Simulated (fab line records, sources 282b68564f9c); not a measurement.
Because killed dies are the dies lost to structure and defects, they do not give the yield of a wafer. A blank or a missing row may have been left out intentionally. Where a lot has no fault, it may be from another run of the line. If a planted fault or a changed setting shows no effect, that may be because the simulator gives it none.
Which tool did it? | flow rit-cmos | 42 wafers from 14 lots sampled at 3 of the route's 202 steps

WHAT THE GAUGES SHOWED, per wafer
RIT_NRETRO_TW_MEAS_10.
lot  | measured    | on            | NRETRO_TW
L661 | day 2 12:52 | film-metro-03 | 1057 1056 1056
L663 | day 2 23:41 | film-metro-03 | 1062 1061 1063
L664 | day 3 04:44 | film-metro-03 | 1050 1052 1049
L665 | day 3 08:38 | film-metro-04 | 1053 1064 1063
L667 | day 3 18:57 | film-metro-03 | 1048 1049 1044
L669 | day 4 05:21 | film-metro-03 | 1052 1057 1055
L670 | day 4 10:21 | film-metro-01 | 1042 1046 1045
L674 | day 5 04:40 | film-metro-01 | 1037 1036 1040
L677 | day 5 21:55 | film-metro-01 | 1043 1045 1040
L678 | day 6 02:53 | film-metro-04 | 1060 1066 1063
L680 | day 6 13:17 | film-metro-03 | 1047 1047 1045
L681 | day 6 19:10 | film-metro-03 | 1048 1046 1052
L682 | day 6 21:55 | film-metro-04 | 1058 1063 1060
L683 | day 7 01:37 | film-metro-04 | 1064 1061 1059

RIT_PRETRO_TW_MEAS_10.
lot  | measured    | on            | PRETRO_TW
L661 | day 2 14:25 | film-metro-03 | 476 474 475
L663 | day 3 01:25 | film-metro-02 | 481 483 480
L664 | day 3 06:31 | film-metro-02 | 479 480 481
L665 | day 3 10:11 | film-metro-03 | 473 471 474
L667 | day 3 20:30 | film-metro-03 | 477 472 472
L669 | day 4 07:01 | film-metro-02 | 482 482 485
L670 | day 4 12:02 | film-metro-02 | 481 484 480
L674 | day 5 06:13 | film-metro-02 | 477 481 477
L677 | day 5 23:28 | film-metro-03 | 30 30 30
L678 | day 6 04:34 | film-metro-01 | 30 30 30
L680 | day 6 14:58 | film-metro-03 | 473 472 470
L681 | day 6 20:43 | film-metro-02 | 482 483 483
L682 | day 6 23:30 | film-metro-01 | 467 469 467
L683 | day 7 03:11 | film-metro-01 | 468 467 469

WHAT TOOL EACH LOT RAN ON (gives the tool, then ch and the chambers of the sampled wafers, and finally the start)
lot  | RIT_NRETRO_STRIP_09
L661 | plasma-asher-04 ch 0,1, day 2 12:41
L663 | plasma-asher-03 ch 0,1, day 2 23:32
L664 | plasma-asher-01 ch 0,1, day 3 04:34
L665 | plasma-asher-03 ch 0,1, day 3 08:26
L667 | plasma-asher-04 ch 0,1, day 3 18:46
L669 | plasma-asher-01 ch 0,1, day 4 05:10
L670 | plasma-asher-01 ch 0,1, day 4 10:10
L674 | plasma-asher-04 ch 0,1, day 5 04:29
L677 | plasma-asher-01 ch 0,1, day 5 21:44
L678 | plasma-asher-03 ch 0,1, day 6 02:45
L680 | plasma-asher-04 ch 0,1, day 6 13:07
L681 | plasma-asher-04 ch 0,1, day 6 19:02
L682 | plasma-asher-01 ch 0,1, day 6 21:43
L683 | plasma-asher-03 ch 0,1, day 7 01:26
- RIT_NRETRO_STRIP_09: strips in O2, time 180 s.

AS READ BY THE TOOLS THEMSELVES (means over the sampled wafers that have a number; for cases with no such wafer, the mark the record gives instead)
RIT_NRETRO_STRIP_09.
lot  | tool            | chamber-pressure-mTorr (mTorr) | drypump-motor-current-A (A)
L661 | plasma-asher-04 | 4004                           | 5.9
L663 | plasma-asher-03 | 3998                           | 6.2
L664 | plasma-asher-01 | 3998                           | 6.0
L665 | plasma-asher-03 | 4002                           | 6.2
L667 | plasma-asher-04 | 3998                           | 5.9
L669 | plasma-asher-01 | 4000                           | 6.2
L670 | plasma-asher-01 | 4003                           | 6.2
L674 | plasma-asher-04 | 3998                           | 5.9
L677 | plasma-asher-01 | -                              | -
L678 | plasma-asher-03 | -                              | -
L680 | plasma-asher-04 | 4001                           | 5.9
L681 | plasma-asher-04 | 4000                           | 5.9
L682 | plasma-asher-01 | 3999                           | 6.2
L683 | plasma-asher-03 | 3999                           | 6.2

THE ANSWER, worked out from the rows above alone
Rule: usual is defined by the lots themselves. Put in order of their means at a reading, lots are off if they are a third of the lots or fewer, leave a main group of 4 or more, and stand apart from it by a gap of 3 or more times the standard deviation of the main group's means; of several such gaps the widest counts. If all means in a main group match to the digits the tables above print for the reading, that group is not used. Also off: a lot with no number at a reading for which 4 or more lots have one. All remaining lots with rows at the step are treated as sound. Order of review: gauges by route order, followed by the tools' own readings, for which a lot's mean as printed above is used. The first step at which some lot is off is used, and at that step the reading that is off furthest; a lot without a number counts as furthest.
Off: L677, L678, at RIT_PRETRO_TW_MEAS_10 (PRETRO_TW). Main group: mean 476, sd 5.4.
If a tool, at a process step before that reading, ran all the lots that are off and no sound lot after the first of them, it fits. The gauges at RIT_PRETRO_TW_MEAS_10 aren't tried: what is off there is off at RIT_NRETRO_STRIP_09 too, on other tools, and a gauge's error can't cause that. Not one of the candidates tried fits.

WHAT THE SIMULATOR HAD PUT IN
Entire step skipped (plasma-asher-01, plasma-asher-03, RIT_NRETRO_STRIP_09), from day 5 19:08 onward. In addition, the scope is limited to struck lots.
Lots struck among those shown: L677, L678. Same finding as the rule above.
